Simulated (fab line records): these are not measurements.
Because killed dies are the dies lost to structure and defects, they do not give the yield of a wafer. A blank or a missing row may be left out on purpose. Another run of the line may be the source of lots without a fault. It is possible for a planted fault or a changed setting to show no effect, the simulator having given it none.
Comparing a struck lot with a sound one + flow rit cmos + 27 steps out of a route of 202
Sound: these wafers, L950.1, L950.3, L950.6. Struck: wafers L954.2, L954.5, L954.6. Last of all comes the cause.
Each step with rows lists, per side, the tool, then ch with its chambers, then its first start. Under that, the readings that differ: sound wafers + struck wafers + difference of the means + sigmas: that difference in standard deviations of wafers without a fault.
alike: readings whose means differ by less than 2 such deviations, and words and numbers that are the same on both sides. not compared: withheld readings, readings that some wafer has no value for, bounds like >300 that may hide the same value, and numbers for which the record gives no deviation and whose values overlap.
The two part at a step that has a row with sigmas, a row that says differs or no value, or rows on one side only. Numbers that don't overlap but have no deviation are shown without sigmas and don't part them. Lack of a reading on every wafer of one side parts them only where that side has two or more wafers.

first, 4 steps without rows for these wafers: RIT_CONTACT_SOFTBAKE_04 (time 60 s); RIT_CONTACT_EXPOSE_05 (exposes mask M11, target cd 1000 nm); RIT_CONTACT_PEB_06; RIT_CONTACT_DEVELOP_07 (develop time 120 s).
RIT_CONTACT_CD_MEAS_08: the cd target is 1000 nm.
  sound on cd sem-02 at day 5 01:30; struck on cd sem-01 at day 5 21:51
  alike: cd nm
RIT_CONTACT_OVL_MEAS_09:
  sound on overlay-02 at day 5 01:37; struck on overlay-02 at day 5 21:58
  alike: CONTACT_OVL
then, 1 step without rows for these wafers: RIT_CONTACT_HARDBAKE_10 (time 60 s).
RIT_CONTACT_ETCH_11: etches SiO2 in CHF3/CF4/Ar, stops on TiSi2, target depth 480 nm, time 320 s.
  sound on rie diel-01 ch 1,2,3, day 5 01:50; struck on rie diel-02 ch 0,1, day 5 22:08
| reading              | sound             | struck         | difference | sigmas |
|----------------------|-------------------|----------------|------------|--------|
| cf4 flow sccm (sccm) | 10.06 10.01 10.02 | 9.94 9.97 9.97 | -0.07      | -2     |
  alike: drypump motor current A, oes product au, throttle valve pct
  not compared: rf hours counter h
RIT_CONTACT_STRIP_12: strips in O2, time 180 s.
  sound on plasma asher-01 ch 0,1, day 5 02:02; struck on plasma asher-02 ch 0,1, day 5 22:20
  alike: drypump motor current A
  not compared: rf hours counter h
RIT_CONTACT_CD_MEAS_90: the cd target is 1000 nm.
  sound on cd sem-02 at day 5 02:12; struck on cd sem-02 at day 5 22:32
  alike: cd nm
then, 2 steps without rows for these wafers: RIT_CONTACT_CLEAN_13 (cleans in SC1, time 600 s); RIT_CONTACT_CLEAN_14 (cleans in SC2, time 600 s).
RIT_M1_SPUTTER_00: material Al, target thk 400 nm, time 500 s.
  sound on pvd sputter-01 at day 5 02:40; struck on pvd sputter-01 at day 5 23:00
  no value came back on the struck wafers for cathode dc power W (W), chamber pressure pa (Pa), throttle valve pct (%), time s (s); on the sound wafers cathode dc power W (W) reads 1999.8 2000.1 2000.2
RIT_M1_RS_MEAS_01: measures by four-point-probe.
  sound on film metro-04 at day 5 02:58; struck on film metro-03 at day 5 23:19
| reading           | sound                | struck | difference                    | sigmas |
|-------------------|----------------------|--------|-------------------------------|--------|
| M1_AL_RS (ohm/sq) | 0.0748 0.0737 0.0750 | - - -  | no value on the struck wafers |        |
RIT_M1_THK_MEAS_02: measures by xrf.
  sound on film metro-04 at day 5 03:05; struck on film metro-03 at day 5 23:25
| reading        | sound       | struck   | difference | sigmas |
|----------------|-------------|----------|------------|--------|
| M1_AL_THK (nm) | 392 399 390 | <1 <1 <1 | differs    |        |
then, 6 steps without rows for these wafers: RIT_M1_HMDS_03 (prime time 60 s); RIT_M1_COAT_04 (resist thk 1300 nm); RIT_M1_SOFTBAKE_05 (time 60 s); RIT_M1_EXPOSE_06 (exposes mask M12, target cd 2600 nm); RIT_M1_PEB_07; RIT_M1_DEVELOP_08 (develop time 68 s).
RIT_M1_CD_MEAS_09: the cd target is 2600 nm.
  sound on cd sem-01 at day 5 04:09; struck on cd sem-01 at day 6 00:22
  alike: cd nm
RIT_M1_OVL_MEAS_10:
  sound on overlay-02 at day 5 04:16; struck on overlay-01 at day 6 00:29
  alike: M1_OVL
then, 1 step without rows for these wafers: RIT_M1_HARDBAKE_11 (time 120 s).
RIT_M1_METAL_ETCH_12: etches Al in Cl2/BCl3, stops on SiO2, time 165 s, target depth 600 nm.
  sound on rie metal-01 ch 0,1, day 5 04:34; struck on rie metal-03 ch 0,1, day 6 00:46
| reading               | sound             | struck            | difference | sigmas |
|-----------------------|-------------------|-------------------|------------|--------|
| oes product au (a.u.) | 0.750 0.787 0.756 | 0.340 0.329 0.324 | -0.433     | -31    |
  alike: drypump motor current A, throttle valve pct
  not compared: rf hours counter h
then, 1 step without rows for these wafers: RIT_M1_STRIP_13 (strips in nmp, time 600 s).
RIT_M1_PROBE_99:
  sound on prober-02 at day 5 08:07; struck on prober-02 at day 6 03:13
| reading                  | sound             | struck         | difference | sigmas      |
|--------------------------|-------------------|----------------|------------|-------------|
| defect limited yield (%) | 98.1 97.7 97.3    | 0 0 0          | -98        | -89         |
| killed_at_M0_to_M3       | 0 0 0             | 264 262 263    | +263       | +99 or more |
| killed dies              | 5 6 7             | 264 264 264    | +258       | +86         |
| killed on rim            | 3 0 1             | 70 70 70       | +69        | +53         |
| sort_bin_3_pad_short (%) | 0 0 0.4           | 22.0 20.5 28.4 | +23.5      | +99 or more |
| sort_bin_5_function (%)  | 0.4 1.1 1.1       | 75.8 76.5 69.7 | +73.1      | +94         |
| sort n pass              | 259.0 258.0 257.0 | 0 0 0          | -258       | -86         |
| sort yield pct (%)       | 98.1 97.7 97.3    | 0 0 0          | -98        | -89         |
  alike: killed at contacts, killed at front end, killed open, killed short, sort_bin_6_memory

## WHERE THEY PART
Last at RIT_M1_PROBE_99 as far as this record goes, first at RIT_CONTACT_ETCH_11.

WHY: the cause the simulator had injected
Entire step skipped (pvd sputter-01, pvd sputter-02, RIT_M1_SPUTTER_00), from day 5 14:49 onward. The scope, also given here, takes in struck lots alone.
